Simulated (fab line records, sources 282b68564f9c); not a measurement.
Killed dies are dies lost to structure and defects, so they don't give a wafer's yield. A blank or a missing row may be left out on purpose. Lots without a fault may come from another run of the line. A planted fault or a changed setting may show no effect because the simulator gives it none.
fab line records | flow rit_cmos
record lots=5 wafers=15 last_day=7
route steps=202 shown M1@190
lots that met no fault: from a run of the same line without faults
start_h: hours from the record's first day to the start of the lot's first wafer shown | wait_h: hours since the lot's step before | " the same as in the row above | L1.1+2: a row that stands for several wafers | - no value, or no start given | * or withheld: withheld | < > ~ a bound
route shown NAME@n: a module of which the file shows steps, and the number in the route of the first | usual: mean/standard deviation of fault-free wafers | same: alike in all rows | chamber/n: place in a boat | sites: the reading at each site | _std_site: their standard deviation | _edge_site: outer sites' mean less inner sites' | radius_mm: how far each site lies from the wafer's centre | mask NAME#n: copy n | behind: the tool/chamber that last shaped the wafer | hold: why the lot was held/for how many hours/how that ended | device: the transistor (n, p or np) that didn't switch | end of line: the same wafers' tests at the end of the route | a step without rows: its recipe alone | killed: dies lost to structure and defects at the first sort, not the wafer's yield | map: a wafer's dies, x killed, . not, _ none there
set.NAME: the setting as run; set.NAME@STEP: as run at that earlier step | model.NAME: the simulator's own value behind a step, which no gauge read
lots at some steps of the route; a table a step, a row a wafer
services: from which hour (start_h, from the record's first day; less than 0 if before it) a tool's chamber was out of use, for how many hours, and why
## steps
# step RIT_M1_EXPOSE_06
# recipe mask_id=M12 na=0.6 source_shape=conventional sigma_outer=0.5 target_cd_nm=2600 dose_mj=250
# columns lot.wafer tool chamber start_h wait_h mask
L074.3+5+6 iline_stepper-01 0 62.07 0.1 M12#0
L087.4+5+6 iline_stepper-01 0 123.29 0.1 M12#0
L088.1+3+5 iline_stepper-01 0 136.50 0.1 M12#0
L089.1+2+3 iline_stepper-01 0 149.54 0.1 M12#0
L092.3+5+6 iline_stepper-01 0 162.05 0.2 M12#0
# step RIT_M1_PEB_07
# recipe resist=NOVOLAK temp_c=withheld time_s=withheld
# usual resist_line_temp_C=*
# columns lot.wafer tool chamber start_h wait_h resist_line_temp_C
L074.3 litho_track-02 0 62.20 0.1 *
L074.5 " 0 " " *
L074.6 " 0 " " *
L087.4 litho_track-02 0 123.42 0.1 *
L087.5 " 0 " " *
L087.6 " 0 " " *
L088.1 litho_track-01 0 136.61 0.1 *
L088.3 " 0 " " *
L088.5 " 0 " " *
L089.1 litho_track-04 0 149.84 0.3 *
L089.2 " 0 " " *
L089.3 " 0 " " *
L092.3 litho_track-01 0 162.22 0.1 *
L092.5 " 0 " " *
L092.6 " 0 " " *
# step RIT_M1_DEVELOP_08
# recipe resist=NOVOLAK develop_time_s=68 dev_temp_c=23
# usual developer_temp_C=23.01/0.1 resist_line_temp_C=23.01/0.1
# columns lot.wafer tool chamber start_h wait_h developer_temp_C resist_line_temp_C
L074.3 litho_track-02 0 - - 22.90 22.91
L074.5 " 0 " " 22.95 22.97
L074.6 " 0 " " 22.96 22.93
L087.4 litho_track-02 0 - - 23.25 22.95
L087.5 " 0 " " 23.10 23.02
L087.6 " 0 " " 23.03 22.99
L088.1 litho_track-01 0 - - 23.07 23.06
L088.3 " 0 " " 23.02 22.99
L088.5 " 0 " " 23.03 23.07
L089.1 litho_track-04 0 - - 23.08 22.99
L089.2 " 0 " " 22.96 22.91
L089.3 " 0 " " 22.92 23.03
L092.3 litho_track-01 0 - - 23.16 22.93
L092.5 " 0 " " 23.09 23.01
L092.6 " 0 " " 22.94 22.80
# step RIT_M1_CD_MEAS_09
# recipe target_cd_nm=2600
# usual cd_nm=2600.3/2.1
# columns lot.wafer tool chamber start_h wait_h cd_nm
L074.3 cd_sem-01 - 62.50 - 2601.6
L074.5 " - " " 2598.5
L074.6 " - " " 2601.7
L087.4 cd_sem-02 - 123.72 - 2596.9
L087.5 " - " " 2597.2
L087.6 " - " " 2598.3
L088.1 cd_sem-02 - 136.93 - 2601.9
L088.3 " - " " 2602.7
L088.5 " - " " 2601.7
L089.1 cd_sem-02 - 150.16 - 2603.5
L089.2 " - " " 2603.4
L089.3 " - " " 2601.9
L092.3 cd_sem-02 - 162.53 - 2599.9
L092.5 " - " " 2600.2
L092.6 " - " " 2599.7
# step RIT_M1_OVL_MEAS_10
# usual M1_OVL=0.2/1.3
# columns lot.wafer tool chamber start_h wait_h M1_OVL[nm]
L074.3 overlay-02 - 62.60 0.1 -0.9
L074.5 " - " " 3.3
L074.6 " - " " -0.8
L087.4 overlay-01 - 123.80 0.1 -1.3
L087.5 " - " " 0.8
L087.6 " - " " 0.0
L088.1 overlay-02 - 137.05 0.1 1.0
L088.3 " - " " -0.3
L088.5 " - " " 0.0
L089.1 overlay-01 - 150.28 0.1 1.8
L089.2 " - " " 0.8
L089.3 " - " " 0.4
L092.3 overlay-02 - 162.62 0.1 -0.9
L092.5 " - " " -0.7
L092.6 " - " " 0.8
# step RIT_M1_HARDBAKE_11
# recipe resist=NOVOLAK temp_c=140 time_s=120
# usual resist_line_temp_C=23.02/0.12
# columns lot.wafer tool chamber start_h wait_h resist_line_temp_C
L074.3 litho_track-01 0 62.72 0.1 22.94
L074.5 " 0 " " 22.95
L074.6 " 0 " " 23.03
L087.4 litho_track-01 0 123.94 0.1 23.22
L087.5 " 0 " " 23.17
L087.6 " 0 " " 23.06
L088.1 litho_track-01 0 137.08 0.0 22.91
L088.3 " 0 " " 22.84
L088.5 " 0 " " 22.88
L089.1 litho_track-04 0 150.31 0.0 23.09
L089.2 " 0 " " 22.85
L089.3 " 0 " " 22.90
L092.3 litho_track-04 0 162.72 0.1 22.88
L092.5 " 0 " " 22.81
L092.6 " 0 " " 22.81
# step RIT_M1_METAL_ETCH_12
# recipe stop_on=SiO2 chemistry=Cl2/BCl3 target=Al time_s=165 over_etch_frac=0.5 pressure_mtorr=100 target_depth_a=6000 rf_w=250 Cl2_flow_sccm=60 bcl3_flow_sccm=50
# usual drypump_motor_current_A=5.5/0.54 oes_product_au=0.772/0.011 throttle_valve_pct=8.30/0.15
# columns lot.wafer tool chamber start_h wait_h drypump_motor_current_A oes_product_au rf_hours_counter_h throttle_valve_pct
L074.3 rie_metal-01 1 62.95 0.2 4.8 0.765 - 8.50
L074.5 " 1 " " 4.8 0.760 - 8.51
L074.6 " 0 " " 5.2 0.780 - 8.31
L087.4 rie_metal-03 0 124.14 0.2 5.7 0.776 - 8.11
L087.5 " 0 " " 5.7 0.778 - 8.12
L087.6 " 1 " " 5.8 0.757 - 8.32
L088.1 rie_metal-01 1 137.33 0.2 4.9 0.762 1 8.51
L088.3 " 0 " " 5.2 0.773 - 8.32
L088.5 " 0 " " 5.2 0.768 - 8.32
L089.1 rie_metal-01 1 150.56 0.2 4.8 0.766 2 8.51
L089.2 " 0 " " 5.2 0.784 2 8.32
L089.3 " 0 " " 5.1 0.791 - 8.29
L092.3 rie_metal-03 1 162.95 0.2 5.8 0.785 - 8.33
L092.5 " 1 " " 5.8 0.781 - 8.33
L092.6 " 0 " " 5.7 0.796 - 8.10
# step RIT_M1_STRIP_13
# recipe chemistry=nmp resist=NOVOLAK temp_c=80 time_s=600 dry=n2_spin
# usual bath_heat_duty_pct=17.7/1.3
# columns lot.wafer tool chamber start_h wait_h bath_heat_duty_pct
L074.3 wet_bench-01 0 63.05 0.1 18.6
L074.5 " 0 " " 15.9
L074.6 " 0 " " 18.3
L087.4 wet_bench-04 1 124.28 0.1 16.8
L087.5 " 1 " " 17.4
L087.6 " 1 " " 17.8
L088.1 wet_bench-03 1 137.50 0.1 17.9
L088.3 " 1 " " 18.9
L088.5 " 1 " " 18.8
L089.1 wet_bench-01 2 150.73 0.1 14.8
L089.2 " 2 " " 15.4
L089.3 " 2 " " 15.4
L092.3 wet_bench-01 1 163.05 0.1 19.6
L092.5 " 1 " " 18.5
L092.6 " 1 " " 18.1
# step RIT_M1_STRIP_14
# recipe chemistry=O2 time_s=180 platen_temp_c=withheld power_w=500 pressure_mtorr=4000 o2_flow_sccm=4000
# usual drypump_motor_current_A=5.7/0.55
# columns lot.wafer tool chamber start_h wait_h drypump_motor_current_A rf_hours_counter_h
L074.3 plasma_asher-02 0 63.30 0.1 5.1 -
L074.5 " 1 " " 6.6 -
L074.6 " 0 " " 5.1 -
L087.4 plasma_asher-01 1 124.51 0.1 5.7 -
L087.5 " 0 " " 5.1 -
L087.6 " 1 " " 5.7 -
L088.1 plasma_asher-02 1 137.69 0.0 6.6 1
L088.3 " 1 " " 6.6 -
L088.5 " 1 " " 6.6 -
L089.1 plasma_asher-03 1 150.90 0.0 5.5 47
L089.2 " 0 " " 6.2 47
L089.3 " 1 " " 5.5 -
L092.3 plasma_asher-01 1 163.29 0.1 5.7 -
L092.5 " 1 " " 5.8 -
L092.6 " 0 " " 5.1 -
# step RIT_M1_CD_MEAS_90
# recipe target_cd_nm=2600
# usual cd_nm=2600.0/2.5
# columns lot.wafer tool chamber start_h wait_h cd_nm
L074.3 cd_sem-01 - 63.46 0.1 2602.5
L074.5 " - " " 2600.3
L074.6 " - " " 2600.9
L087.4 cd_sem-01 - 124.69 0.1 2598.0
L087.5 " - " " 2596.6
L087.6 " - " " 2598.7
L088.1 cd_sem-01 - 137.86 0.1 2600.4
L088.3 " - " " 2601.6
L088.5 " - " " 2600.6
L089.1 cd_sem-01 - 151.08 0.1 2605.7
L089.2 " - " " 2605.7
L089.3 " - " " 2603.8
L092.3 cd_sem-02 - 163.44 0.1 2600.0
L092.5 " - " " 2600.1
L092.6 " - " " 2599.1
# step RIT_M1_ANNEAL_15
# recipe temp_c=452.8 time_s=1800 ambient=forming_gas_H2N2
# columns lot.wafer tool chamber start_h wait_h
L074.3+5+6 furnace-02 0 63.54 0.1
L087.4+5+6 furnace-02 0 125.19 0.5
L088.1+3+5 furnace-02 0 137.98 0.1
L089.1+2+3 furnace-02 0 151.20 0.1
L092.3+5+6 furnace-02 0 163.52 0.1
# step RIT_M1_BOW_MEAS_16
# recipe mode=bow
# usual M1_BOW=17/6.9
# columns lot.wafer tool chamber start_h wait_h M1_BOW[um]
L074.3 film_metro-04 - 65.08 0.0 19
L074.5 " - " " 15
L074.6 " - " " 14
L087.4 film_metro-02 - 126.75 0.1 22
L087.5 " - " " 16
L087.6 " - " " 17
L088.1 film_metro-01 - 139.48 0.0 23
L088.3 " - " " 12
L088.5 " - " " 20
L089.1 film_metro-04 - 152.70 0.0 22
L089.2 " - " " 25
L089.3 " - " " 40
L092.3 film_metro-02 - 165.06 0.0 21
L092.5 " - " " 12
L092.6 " - " " 3
# step RIT_M1_PROBE_99
# usual defect_limited_yield=97.4/1.1 killed_at_contacts=0.0/0.2 killed_at_front_end=7.0/2.8 killed_dies=7.0/2.8 killed_open=3.4/1.9 killed_short=3.6/2 sort_bin_3_pad_short=0.1/0.25 sort_bin_5_function=1.5/0.7 sort_bin_6_memory=1.0/0.64 sort_n_pass=257.0/2.8 sort_yield_pct=97.4/1.1
# same gross_dies=264 killed_at_M0_to_M3=0 killed_at_M4_up=0 killed_at_back_side=0 killed_at_other=0
# columns lot.wafer tool chamber start_h wait_h defect_limited_yield[%] killed_at_contacts killed_at_front_end killed_dies killed_open killed_short sort_bin_3_pad_short[%] sort_bin_5_function[%] sort_bin_6_memory[%] sort_n_pass sort_yield_pct[%]
L074.3 prober-01 - 65.26 0.2 94.3 1 14 15 11 4 0 3.0 2.7 249.0 94.3
L074.5 prober-01 - 65.36 0.2 97.0 0 8 8 6 2 0.4 1.5 1.1 256.0 97.0
L074.6 prober-01 - 65.41 0.2 95.8 1 10 11 6 5 0 1.9 2.3 253.0 95.8
L087.4 prober-01 - 126.96 0.2 97.7 0 6 6 1 5 0 1.9 0.4 258.0 97.7
L087.5 prober-01 - 127.01 0.2 96.2 0 10 10 5 5 0 2.3 1.5 254.0 96.2
L087.6 prober-01 - 127.06 0.2 97.7 0 6 6 2 4 0.8 1.1 0.4 258.0 97.7
L088.1 prober-02 - 139.60 0.1 96.6 0 9 9 4 5 0.4 1.9 1.1 255.0 96.6
L088.3 prober-02 - 139.70 0.2 97.7 0 6 6 0 6 0.8 0.8 0.8 258.0 97.7
L088.5 prober-02 - 139.80 0.2 98.5 0 4 4 2 2 0 0.8 0.8 260.0 98.5
L089.1 prober-01 - 152.82 0.1 97.0 0 8 8 4 4 0 1.5 1.5 256.0 97.0
L089.2 prober-01 - 152.87 0.1 98.9 0 3 3 1 2 0 0 1.1 261.0 98.9
L089.3 prober-01 - 152.92 0.2 98.5 0 4 4 2 2 0.4 1.1 0 260.0 98.5
L092.3 prober-02 - 165.24 0.2 97.3 0 7 7 4 3 0 1.9 0.8 257.0 97.3
L092.5 prober-02 - 165.34 0.2 97.3 0 7 7 2 5 0 1.5 1.1 257.0 97.3
L092.6 prober-02 - 165.39 0.2 97.3 0 7 7 6 1 0.4 0.8 1.5 257.0 97.3
# killed by level:class
L074.3 GATE:geometric_particle:open=3 REOX:geometric_particle:open=3 SPACER:geometric_particle:open=3 FOX1:geometric_particle:open=1 GATE:geometric_particle:short=1 REOX:geometric_particle:short=1 SPACER:geometric_particle:short=1 SILICIDE:geometric_particle:open=1
L074.5 GATE:geometric_particle:open=3 GATE:geometric_particle:short=2 REOX:geometric_particle:open=1 SPACER:geometric_particle:open=1 SILICIDE:geometric_particle:open=1
L074.6 SPACER:geometric_particle:short=4 REOX:geometric_particle:open=3 FOX1:geometric_particle:open=1 GATE:geometric_particle:short=1 SPACER:geometric_particle:open=1 CONTACT:geometric_particle:open=1
L087.4 GATE:geometric_particle:short=4 FOX2:geometric_particle:short=1 GATE:geometric_particle:open=1
L087.5 GATE:geometric_particle:short=5 GATE:geometric_particle:open=3 REOX:geometric_particle:open=1 SILICIDE:geometric_particle:open=1
L087.6 GATE:geometric_particle:short=4 GATE:geometric_particle:open=2
L088.1 SPACER:geometric_particle:short=2 SILICIDE:geometric_particle:short=2 ACTIVE:geometric_particle:open=1 FOX1:geometric_particle:open=1 FOX2:geometric_particle:short=1 GATE:geometric_particle:open=1 REOX:geometric_particle:open=1
L088.3 GATE:geometric_particle:short=3 ACTIVE:geometric_particle:short=1 REOX:geometric_particle:short=1 SPACER:geometric_particle:short=1
L088.5 GATE:geometric_particle:open=2 GATE:geometric_particle:short=1 SPACER:geometric_particle:short=1
L089.1 GATE:geometric_particle:open=3 GATE:geometric_particle:short=2 FOX1:geometric_particle:short=1 SPACER:geometric_particle:short=1 SPACER:geometric_particle:open=1
L089.2 FOX1:geometric_particle:short=1 FOX2:geometric_particle:open=1 SPACER:geometric_particle:short=1
L089.3 GATE:geometric_particle:short=1 GATE:geometric_particle:open=1 SPACER:geometric_particle:short=1 SPACER:geometric_particle:open=1
L092.3 FOX1:geometric_particle:open=2 REOX:geometric_particle:short=2 REOX:geometric_particle:open=1 SILICIDE:geometric_particle:open=1 SILICIDE:geometric_particle:short=1
L092.5 FOX1:geometric_particle:short=2 REOX:geometric_particle:open=2 REOX:geometric_particle:short=2 GATE:geometric_particle:short=1
L092.6 REOX:geometric_particle:open=3 SILICIDE:geometric_particle:open=2 GATE:geometric_particle:open=1 GATE:geometric_particle:short=1
## services
# columns tool chamber start_h hours kind
iline_stepper-01 - 83.57 13.7 repair
rie_metal-03 - 104.26 0.8 repair
iline_stepper-01 - 108.24 1.7 repair
plasma_asher-02 - 108.75 9.0 pm
plasma_asher-02 0 108.75 11.4 vent_cycle
plasma_asher-02 1 108.75 11.4 vent_cycle
plasma_asher-02 - 116.00 4.1 repair
plasma_asher-02 0 117.75 - clean
plasma_asher-02 1 117.75 - clean
plasma_asher-01 - 132.24 3.4 repair
rie_metal-03 - 136.12 20.0 pm
rie_metal-03 0 136.12 20.0 vent_cycle
rie_metal-03 1 136.12 20.0 vent_cycle
plasma_asher-02 - 149.27 3.2 repair
rie_metal-03 - 156.12 1.4 pm
rie_metal-03 0 156.12 - clean
rie_metal-03 1 156.12 - clean
## key
fault none
